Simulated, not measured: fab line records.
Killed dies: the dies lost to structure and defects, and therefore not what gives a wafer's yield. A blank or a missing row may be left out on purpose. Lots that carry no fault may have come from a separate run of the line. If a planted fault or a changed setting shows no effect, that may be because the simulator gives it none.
Split-lot experiment ; flow berkeleyCmos170 ; 5 lots, 23 wafers read, on a route of 331 steps

## THE SPLIT ITSELF
At UCB170_V2_CMP_02 (polishes SiO2), the setting leaveAboveRefNm was moved away from the recipe's 1000 nm on 6 of the 23 wafers read, by +4.6% to +6.8%. The other wafers ran this setting at the recipe's value.

There is no step in the file separating the split from the reading.

## THE READING
V2_POLISHED_THK, in nm, at UCB170_V2_THK_MEAS_04. A value of 1000.4 nm with a standard deviation of 1.3 nm is what fault-free wafers of this fab line usually give.

wafer;tool, chamber at the split;leaveAboveRefNm as run, nm;against the recipe;V2_POLISHED_THK, nm;against lot-mates on the recipe
L075.1;cmp-02, 0;1000;recipe;1003.2;-
L075.2;cmp-02, 3;1000;recipe;1000.9;-
L075.3;cmp-02, 1,2;1000;recipe;1001.1;-
L075.4;cmp-02, 1,2;1000;recipe;1001.7;-
L075.6;cmp-02, 1;1000;recipe;1001.1;-
L077.1;cmp-02, 2;1068;+6.8%;1067.4;+68.5
L077.2;cmp-02, 3;1000;recipe;999.1;-
L077.3;cmp-02, 1;1000;recipe;998.8;-
L077.5;cmp-02, 0;1068;+6.8%;1069.2;+70.2
L077.6;cmp-02, 1;1068;+6.8%;1068.2;+69.2
L080.1;cmp-02, 1;1000;recipe;1000.2;-
L080.3;cmp-02, 3;1000;recipe;999.5;-
L080.4;cmp-02, 0;1000;recipe;1002.6;-
L080.5;cmp-02, 1;1000;recipe;1000.6;-
L080.6;cmp-02, 0;1000;recipe;1002.5;-
L082.1;cmp-02, 2;1000;recipe;998.1;-
L082.2;cmp-02, 3;1000;recipe;999.1;-
L082.5;cmp-02, 2;1000;recipe;998.7;-
L081.1;cmp-02, 2;1046;+4.6%;1044.5;+43.7
L081.2;cmp-02, 0;1046;+4.6%;1046.8;+46.0
L081.3;cmp-02, 3;1000;recipe;1000.4;-
L081.4;cmp-02, 1;1046;+4.6%;1046.1;+45.3
L081.6;cmp-02, 2;1000;recipe;1001.2;-
When a row names more than one chamber, that row covers several wafers, and the file does not tell which wafer ran in which chamber.

FIT RESULTS
A straight line over all 23 wafers: V2_POLISHED_THK changes by +9.93 nm for each +1% of leaveAboveRefNm; r = +1.00; the points scatter about the line by 1.4 nm.
The same after taking each lot's own level away (the mean of its wafers on the recipe; 23 wafers): +10.1 nm for each +1%; r = +1.00; scatter 1.1 nm.
The reading moves by 69 nm for the largest change in leaveAboveRefNm, on that fit.
The span of the lots' own levels, 998.63 to 1001.60 nm, comes to 2.3 times the standard deviation stated above.
Consequently the slope shifts little with the lot-to-lot level, the two slopes agreeing.
Check: for one of the wafers moved furthest among these (+6.8%), held out of the fit, the line's prediction against its lot-mates is +68.5 nm. It came out at +68.5 nm against them.

## ADDITIONAL SPLITS CARRIED BY THESE WAFERS
Other splits were also applied to these wafers ahead of the reading. Each is held against what the fit with the lots' levels taken away leaves over:
other split on the same wafers;wafers away from the commonest value;r with V2_POLISHED_THK (lot level and that fit taken away)
UCB170_NLDD_EXPOSE_03 doseMj;7;-0.35
UCB170_CONTACT_EXPOSE_12 doseMj;8;+0.25
UCB170_M1_EXPOSE_06 doseMj;8;+0.05
UCB170_V1_CMP_02 leaveAboveRefNm;10;+0.16
UCB170_V1_ETCH_14 overEtchFrac;8;-0.22

## THE WHOLE CHAIN: every reading that the file lists as answering this split, in the file's order
step;what it does;reading;change (the file's fit);r (the file's)
UCB170_V2_CMP_02;polishes SiO2;SiO2_of_V2_CVD_00.thkNm (the simulator's own value, which no gauge read);+10 nm for each +1% of the setting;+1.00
UCB170_V2_THK_MEAS_04;;V2_POLISHED_THK;+10.1 for each +1% of the setting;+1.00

## THE FILE'S OWN FIT
V2_POLISHED_THK changes by +10.1 nm for each +1% of leaveAboveRefNm, r = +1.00.
